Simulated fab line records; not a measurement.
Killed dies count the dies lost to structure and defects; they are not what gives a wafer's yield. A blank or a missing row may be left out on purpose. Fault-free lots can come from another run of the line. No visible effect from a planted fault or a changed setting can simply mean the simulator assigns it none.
The tool behind it: which one? + flow berkeley cmos170 + 42 wafers from 14 lots sampled at 6 of the route's 331 steps

## WHAT THE GAUGES SHOWED, per wafer
UCB170_M2_CD_MEAS_15: the cd target is 700 nm.
| lot  | measured     | on        | cd nm (nm)        |
|------|--------------|-----------|-------------------|
| L504 | day 6 23:03  | cd sem-01 | 696.9 697.5 696.7 |
| L505 | day 7 11:38  | cd sem-01 | 702.2 699.7 698.7 |
| L507 | day 8 01:49  | cd sem-01 | 701.3 700.2 702.0 |
| L508 | day 8 02:03  | cd sem-02 | 700.5 699.7 699.1 |
| L509 | day 8 11:25  | cd sem-02 | 697.3 698.3 700.2 |
| L512 | day 9 01:25  | cd sem-02 | 699.9 702.1 701.8 |
| L511 | day 9 10:38  | cd sem-02 | 700.7 701.6 702.0 |
| L513 | day 9 10:55  | cd sem-01 | 699.5 700.0 700.1 |
| L514 | day 9 21:49  | cd sem-02 | 704.1 701.0 703.8 |
| L515 | day 10 10:36 | cd sem-02 | 699.8 700.1 698.0 |
| L516 | day 10 21:04 | cd sem-02 | 700.5 698.9 700.3 |
| L518 | day 11 05:37 | cd sem-02 | 697.9 697.8 697.8 |
| L525 | day 12 06:31 | cd sem-01 | 702.9 701.9 700.6 |
| L527 | day 13 05:44 | cd sem-01 | 698.4 698.9 699.3 |

UCB170_M3_OVL_MEAS_16.
| lot  | measured     | on         | M3_OVL (nm) |
|------|--------------|------------|-------------|
| L504 | day 7 04:20  | overlay-01 | 9 -3 6      |
| L505 | day 7 18:14  | overlay-01 | 2 -4 -9     |
| L507 | day 8 08:18  | overlay-02 | 2 -3 -4     |
| L508 | day 8 08:54  | overlay-01 | 5 4 13      |
| L509 | day 8 16:31  | overlay-01 | -3 -4 2     |
| L512 | day 9 06:32  | overlay-02 | -8 -4 -5    |
| L511 | day 9 18:32  | overlay-02 | 14 3 8      |
| L513 | day 9 18:41  | overlay-01 | 5 -3 2      |
| L514 | day 10 04:45 | overlay-01 | 4 -4 4      |
| L515 | day 10 16:06 | overlay-02 | 4 -3 7      |
| L516 | day 11 02:54 | overlay-01 | -1 6 -1     |
| L518 | day 11 12:47 | overlay-01 | 13 4 4      |
| L525 | day 12 12:58 | overlay-01 | 16 10 4     |
| L527 | day 13 12:04 | overlay-02 | 1 -2 -2     |

UCB170_M3_CD_MEAS_90: the cd target is 700 nm.
| lot  | measured     | on        | cd nm (nm)        |
|------|--------------|-----------|-------------------|
| L504 | day 7 04:43  | cd sem-01 | 699.7 701.3 703.7 |
| L505 | day 7 18:38  | cd sem-02 | 697.2 701.6 700.2 |
| L507 | day 8 08:40  | cd sem-01 | 698.9 698.8 700.3 |
| L508 | day 8 09:16  | cd sem-01 | 699.9 703.3 704.1 |
| L509 | day 8 16:53  | cd sem-01 | 695.1 695.0 699.1 |
| L512 | day 9 06:53  | cd sem-01 | 701.5 702.1 697.3 |
| L511 | day 9 18:54  | cd sem-01 | 703.1 704.2 704.0 |
| L513 | day 9 19:04  | cd sem-02 | 697.8 701.2 698.6 |
| L514 | day 10 05:07 | cd sem-01 | 697.3 695.4 692.8 |
| L515 | day 10 16:58 | cd sem-02 | 700.1 700.5 699.9 |
| L516 | day 11 03:30 | cd sem-02 | 696.4 698.1 699.9 |
| L518 | day 11 13:20 | cd sem-01 | 702.1 700.1 700.1 |
| L525 | day 12 13:20 | cd sem-01 | 715.5 716.5 714.1 |
| L527 | day 13 12:26 | cd sem-02 | 721.4 720.3 716.7 |

## TOOL THAT RAN EACH LOT (tool first, then ch and the chambers of the sampled wafers, then the start)
| lot  | UCB170_M2_METAL_ETCH_18           | UCB170_M3_METAL_ETCH_18           | UCB170_M3_STRIP_19                   |
|------|-----------------------------------|-----------------------------------|--------------------------------------|
| L504 | rie metal-04 ch 0,1, day 6 23:14  | rie metal-02 ch 0,1, day 7 04:25  | plasma asher-03 ch 0,1, day 7 04:36  |
| L505 | rie metal-04 ch 1, day 7 11:55    | rie metal-02 ch 0,1, day 7 18:22  | plasma asher-04 ch 0,1, day 7 18:31  |
| L507 | rie metal-03 ch 1, day 8 02:01    | rie metal-01 ch 0,1, day 8 08:23  | plasma asher-02 ch 0,1, day 8 08:34  |
| L508 | rie metal-04 ch 1, day 8 02:15    | rie metal-02 ch 0,1, day 8 08:59  | plasma asher-02 ch 1, day 8 09:10    |
| L509 | rie metal-04 ch 0,1, day 8 11:37  | rie metal-03 ch 0,1, day 8 16:35  | plasma asher-04 ch 0,1, day 8 16:47  |
| L512 | rie metal-04 ch 1, day 9 01:37    | rie metal-02 ch 0,1, day 9 06:37  | plasma asher-03 ch 0,1, day 9 06:47  |
| L511 | rie metal-04 ch 0,1, day 9 10:50  | rie metal-01 ch 0,1, day 9 18:37  | plasma asher-02 ch 0,1, day 9 18:48  |
| L513 | rie metal-02 ch 0,1, day 9 11:08  | rie metal-03 ch 0,1, day 9 18:49  | plasma asher-03 ch 0,1, day 9 18:58  |
| L514 | rie metal-04 ch 0,1, day 9 22:01  | rie metal-02 ch 0,1, day 10 04:50 | plasma asher-03 ch 0,1, day 10 05:01 |
| L515 | rie metal-03 ch 0,1, day 10 10:49 | rie metal-02 ch 0, day 10 16:17   | plasma asher-04 ch 0,1, day 10 16:34 |
| L516 | rie metal-02 ch 0,1, day 10 21:15 | rie metal-03 ch 0,1, day 11 02:59 | plasma asher-04 ch 0,1, day 11 03:10 |
| L518 | rie metal-04 ch 0,1, day 11 05:49 | rie metal-01 ch 0, day 11 12:52   | plasma asher-02 ch 0,1, day 11 13:14 |
| L525 | rie metal-02 ch 0,1, day 12 06:42 | rie metal-01 ch 0,1, day 12 13:03 | plasma asher-02 ch 0,1, day 12 13:14 |
| L527 | rie metal-02 ch 1, day 13 05:56   | rie metal-01 ch 0, day 13 12:08   | plasma asher-03 ch 0,1, day 13 12:20 |
- UCB170_M2_METAL_ETCH_18: etches Al in Cl2/BCl3, stops on SiO2, target depth 1170 nm, time 188.5 s.
- UCB170_M3_METAL_ETCH_18: etches Al in Cl2/BCl3, stops on SiO2, target depth 1170 nm, time 195 s.
- UCB170_M3_STRIP_19: strips in O2.

## AS READ BY THE TOOLS THEMSELVES (means over the sampled wafers that have a number; for cases with no such wafer, the mark the record gives instead)
UCB170_M2_METAL_ETCH_18.
| lot  | tool         | chamber pressure mTorr (mTorr) | drypump motor current A (A) | oes product au (a.u.) | throttle valve pct (%) |
|------|--------------|--------------------------------|-----------------------------|-----------------------|------------------------|
| L504 | rie metal-04 | 12.001                         | 5.7                         | 0.879                 | 24.40                  |
| L505 | rie metal-04 | 12.000                         | 6.0                         | 0.892                 | 24.64                  |
| L507 | rie metal-03 | 11.993                         | 6.1                         | 0.855                 | 24.20                  |
| L508 | rie metal-04 | 11.999                         | 6.0                         | 0.888                 | 24.64                  |
| L509 | rie metal-04 | 12.000                         | 5.7                         | 0.879                 | 24.41                  |
| L512 | rie metal-04 | 12.004                         | 6.0                         | 0.885                 | 24.64                  |
| L511 | rie metal-04 | 12.005                         | 5.7                         | 0.884                 | 24.41                  |
| L513 | rie metal-02 | 12.003                         | 5.3                         | 0.879                 | 24.42                  |
| L514 | rie metal-04 | 12.006                         | 5.7                         | 0.880                 | 24.41                  |
| L515 | rie metal-03 | 12.009                         | 6.0                         | 0.865                 | 24.40                  |
| L516 | rie metal-02 | 12.001                         | 5.3                         | 0.884                 | 24.37                  |
| L518 | rie metal-04 | 12.001                         | 5.9                         | 0.878                 | 24.53                  |
| L525 | rie metal-02 | 12.001                         | 5.3                         | 0.879                 | 24.42                  |
| L527 | rie metal-02 | 11.988                         | 5.2                         | 0.884                 | 24.48                  |

UCB170_M3_METAL_ETCH_18.
| lot  | tool         | chamber pressure mTorr (mTorr) | drypump motor current A (A) | oes product au (a.u.) | throttle valve pct (%) |
|------|--------------|--------------------------------|-----------------------------|-----------------------|------------------------|
| L504 | rie metal-02 | 12.001                         | 5.27                        | 0.864                 | 24.43                  |
| L505 | rie metal-02 | 11.998                         | 5.38                        | 0.870                 | 24.38                  |
| L507 | rie metal-01 | 11.998                         | 5.48                        | 0.849                 | 24.35                  |
| L508 | rie metal-02 | 11.998                         | 5.36                        | 0.863                 | 24.38                  |
| L509 | rie metal-03 | 11.996                         | 5.92                        | 0.865                 | 24.58                  |
| L512 | rie metal-02 | 12.004                         | 5.30                        | 0.875                 | 24.43                  |
| L511 | rie metal-01 | 11.999                         | 5.56                        | 0.845                 | 24.36                  |
| L513 | rie metal-03 | 11.996                         | 6.01                        | 0.860                 | 24.40                  |
| L514 | rie metal-02 | 11.998                         | 5.30                        | 0.874                 | 24.43                  |
| L515 | rie metal-02 | 12.018                         | 5.44                        | 0.858                 | 24.32                  |
| L516 | rie metal-03 | 11.998                         | 6.02                        | 0.861                 | 24.41                  |
| L518 | rie metal-01 | 12.010                         | 5.60                        | 0.850                 | 24.35                  |
| L525 | rie metal-01 | 12.002                         | 5.50                        | 0.765                 | 24.43                  |
| L527 | rie metal-01 | 12.004                         | 5.62                        | 0.755                 | 24.38                  |

UCB170_M3_STRIP_19.
| lot  | tool            | chamber pressure mTorr (mTorr) | drypump motor current A (A) | oes product au (a.u.) |
|------|-----------------|--------------------------------|-----------------------------|-----------------------|
| L504 | plasma asher-03 | 3502.1                         | 6.0                         | 0.570                 |
| L505 | plasma asher-04 | 3499.1                         | 6.2                         | 0.571                 |
| L507 | plasma asher-02 | 3499.7                         | 5.3                         | 0.568                 |
| L508 | plasma asher-02 | 3500.8                         | 5.4                         | 0.574                 |
| L509 | plasma asher-04 | 3500.4                         | 6.2                         | 0.553                 |
| L512 | plasma asher-03 | 3504.2                         | 6.0                         | 0.559                 |
| L511 | plasma asher-02 | 3500.0                         | 5.3                         | 0.558                 |
| L513 | plasma asher-03 | 3499.3                         | 6.2                         | 0.553                 |
| L514 | plasma asher-03 | 3500.1                         | 6.1                         | 0.556                 |
| L515 | plasma asher-04 | 3502.2                         | 5.9                         | 0.587                 |
| L516 | plasma asher-04 | 3499.1                         | 5.9                         | 0.543                 |
| L518 | plasma asher-02 | 3498.7                         | 5.3                         | 0.565                 |
| L525 | plasma asher-02 | 3499.5                         | 5.3                         | 0.721                 |
| L527 | plasma asher-03 | 3501.1                         | 6.0                         | 0.721                 |

## THE ANSWER, worked out from the rows above alone
Rule: the lots themselves supply what counts as usual. The widest of any qualifying gaps counts: lots, ordered by their means at a reading, are off when they make up no more than a third of the lots, leave a main group of 4 or more, and stand apart from it by 3 or more times the standard deviation of that group's means. The tables above print the reading to a certain number of digits; a main group whose means all agree to those digits is not used. Also off: a lot with no number at a reading for which 4 or more lots have one. Where the step has rows for the other lots, those lots are counted as sound. After the gauges, taken in route order, come the tools' own readings; for these a lot's mean is taken, as printed above. At the first step where some lot is off, the reading lying furthest off is the one used; lots without a number count as furthest.
Off at UCB170_M3_CD_MEAS_90 (cd nm): L525, L527. Mean 699.7 nm and standard deviation 2.3 in the main group.
A tool fits if, at a process step before that reading, it ran every lot that is off, and no sound lot after the first of them. The gauges at UCB170_M3_CD_MEAS_90 aren't tried: what is off there is off at UCB170_M3_METAL_ETCH_18 too, on other tools, and a gauge's error can't cause that. Undecided on this evidence; 2 tools fit (rie metal-02 at UCB170_M2_METAL_ETCH_18, rie metal-01 at UCB170_M3_METAL_ETCH_18).

## WHAT WAS PUT IN BY THE SIMULATOR
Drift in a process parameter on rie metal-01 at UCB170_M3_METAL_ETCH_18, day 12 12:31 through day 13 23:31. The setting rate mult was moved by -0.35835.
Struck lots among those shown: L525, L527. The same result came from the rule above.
